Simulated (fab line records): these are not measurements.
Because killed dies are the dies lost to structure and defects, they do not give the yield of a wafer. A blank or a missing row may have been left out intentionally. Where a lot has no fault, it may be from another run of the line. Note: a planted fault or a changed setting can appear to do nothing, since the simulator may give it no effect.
2 desks looking at one fault / flow berkeley_cmos170 / each desk has only its own numbers; what lay behind them comes last

== FROM THE METROLOGY DESK ==
What the gauges read for every lot (on any tool): the sampled wafers with a number, averaged. A lot is out of limits, marked OUT, if its mean lies more than 4 standard deviations from the usual mean; the brackets give that distance.
Columns: A = PVT_OVL at UCB170_PVT_OVL_MEAS_06, usual -2 nm; B = NLDD_OVL at UCB170_NLDD_OVL_MEAS_07, usual 1 nm; C = CONTACT_PSG_THK at UCB170_CONTACT_THK_MEAS_02, usual 699 nm
lot=L542; first seen here=day 6 09:35; A=1; B=0; C=882 (+31) OUT
lot=L539; first seen here=day 6 09:52; A=-12; B=10; C=704
lot=L540; first seen here=day 6 10:08; A=2; B=-6; C=877 (+30) OUT
lot=L547; first seen here=day 7 07:12; A=5; B=-5; C=703
lot=L561; first seen here=day 10 03:47; A=4; B=5; C=702
lot=L558; first seen here=day 10 03:53; A=1; B=-5; C=695
lot=L557; first seen here=day 10 04:00; A=2; B=8; C=694
lot=L560; first seen here=day 10 04:04; A=-8; B=-2; C=688
lot=L559; first seen here=day 10 04:26; A=8; B=7; C=694
lot=L562; first seen here=day 10 14:35; A=-6; B=-10; C=696
This desk's result: L540, L542 out of limits, first on L542 (CONTACT_PSG_THK at UCB170_CONTACT_THK_MEAS_02), day 7 19:40. In limits: L539, L547, L561, L558, L557, L560, L559, L562.

== DESK OF THE TOOL OWNER: lpcvd-01 ==
The tool's own readings at UCB170_CONTACT_CVD_01 (deposits PSG from SiH4/O2/PH3, target thk 700 nm, time 2820 s): means of the sampled wafers that have a number, for each lot that ran on this tool. A lot is out of limits, marked OUT, if its mean lies more than 4 standard deviations from the usual mean; the brackets give that distance.
Columns: A = o2_flow_sccm at UCB170_CONTACT_CVD_01, usual 90.02 sccm
lot=L542; first seen here=day 7 17:52; A=135.09 (+99 or more) OUT
lot=L540; first seen here=day 7 19:39; A=135.24 (+99 or more) OUT
lot=L561; first seen here=day 11 10:43; A=90.04
lot=L562; first seen here=day 11 20:46; A=90.10
This desk's verdict: out of limits on L540, L542, starting with L542 at day 7 17:52 (o2_flow_sccm at UCB170_CONTACT_CVD_01). In limits: L561, L562.

== PUT TOGETHER ==
At day 7 17:52, on L540, L542, the tool owner's desk was in a position to raise an alarm.
An alarm was possible from the metrology desk at day 7 19:40, on L540, L542.
On lpcvd-01, each named lot ran UCB170_CONTACT_CVD_01.

== WHAT WAS PUT IN BY THE SIMULATOR ==
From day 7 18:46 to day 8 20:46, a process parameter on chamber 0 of lpcvd-01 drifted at UCB170_CONTACT_CVD_01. Setting o2_flow_sccm, moved by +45, from 90.
Shown lots that were struck: L540, L542.
